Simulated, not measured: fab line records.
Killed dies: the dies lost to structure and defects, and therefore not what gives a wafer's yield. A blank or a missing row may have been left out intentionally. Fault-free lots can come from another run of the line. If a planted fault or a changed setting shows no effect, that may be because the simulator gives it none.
2 desks, one fault ; flow berkeley_cmos170 ; numbers are kept per desk, each desk with only its own; the story behind them comes last

== TOOL OWNER'S DESK, pvd_sputter-03 ==
The tool's own readings at UCB170_M2_SPUTTER_01 (material Al, target thk 900 nm, time 120 s): means of the sampled wafers that have a number, for each lot that ran on this tool. If a lot's mean is further than 4 standard deviations from the usual mean, the lot is out of limits and carries the mark OUT (the distance appears in the brackets).
Columns: A = cathode_dc_power_W at UCB170_M2_SPUTTER_01, usual 6000.3 W; B = throttle_valve_pct at UCB170_M2_SPUTTER_01, usual 30.0 %
lot;first seen here;A;B
L512;day 9 05:35;5999.7;29.6
L526;day 12 14:52;6001.5;29.2
L527;day 13 00:29;5999.4;30.6
This desk found nothing out of limits on any of the 3 lots.

== AT THE METROLOGY DESK ==
What the gauges read for every lot (on any tool): the sampled wafers with a number, averaged. If a lot's mean is further than 4 standard deviations from the usual mean, the lot is out of limits and carries the mark OUT (the distance appears in the brackets).
Columns: A = cd_nm at UCB170_V1_CD_MEAS_12, usual 700.1 nm; B = V1_OVL at UCB170_V1_OVL_MEAS_13, usual 2 nm; C = cd_nm at UCB170_V1_CD_MEAS_90, usual 700.4 nm; D = M2_AL_RS at UCB170_M2_RS_MEAS_02, usual 0.0323 ohm/sq; E = M2_AL_THK at UCB170_M2_THK_MEAS_03, usual 904 nm; F = cd_nm at UCB170_M2_CD_MEAS_15, usual 700.0 nm; G = M2_OVL at UCB170_M2_OVL_MEAS_16, usual 0 nm
lot;first seen here;A;B;C;D;E;F;G
L512;day 9 04:58;699.2;1;699.0;0.0324;898;699.1;5
L520;day 10 22:36;701.3;-3;702.4;0.0321;910;700.2;-3
L526;day 12 14:16;699.9;1;700.5;0.0614 (+57) OUT;482 (-30) OUT;699.5;-1
L529;day 12 22:34;699.0;2;699.1;0.0322;902;699.7;-5
L527;day 12 23:52;700.4;5;700.6;0.0411 (+17) OUT;786 (-8.4) OUT;698.2;3
L534;day 14 08:13;700.5;5;700.8;0.0334;874;699.2;-3
This desk finds L526, L527 out of limits, with the earliest case on L526 at day 12 14:58 (M2_AL_RS at UCB170_M2_RS_MEAS_02). In limits: L512, L520, L529, L534.

== TAKEN TOGETHER ==
L526, L527 would have let the metrology desk raise an alarm at day 12 14:58.
The desk of the tool owner found nothing out of limits.
The tool owner's desk has L526, L527 on record, within its limits.
Every lot named ran UCB170_M2_SPUTTER_01 on pvd_sputter-03.

== WHAT THE SIMULATOR HAD INSERTED ==
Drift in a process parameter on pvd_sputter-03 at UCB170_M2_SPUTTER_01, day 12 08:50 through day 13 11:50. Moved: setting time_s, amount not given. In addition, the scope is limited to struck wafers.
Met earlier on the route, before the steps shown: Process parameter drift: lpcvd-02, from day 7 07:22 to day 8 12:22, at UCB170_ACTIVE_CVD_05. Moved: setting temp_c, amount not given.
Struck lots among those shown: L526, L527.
Hours from the fault's start to each desk's first reading out of limits: the metrology desk, 6.
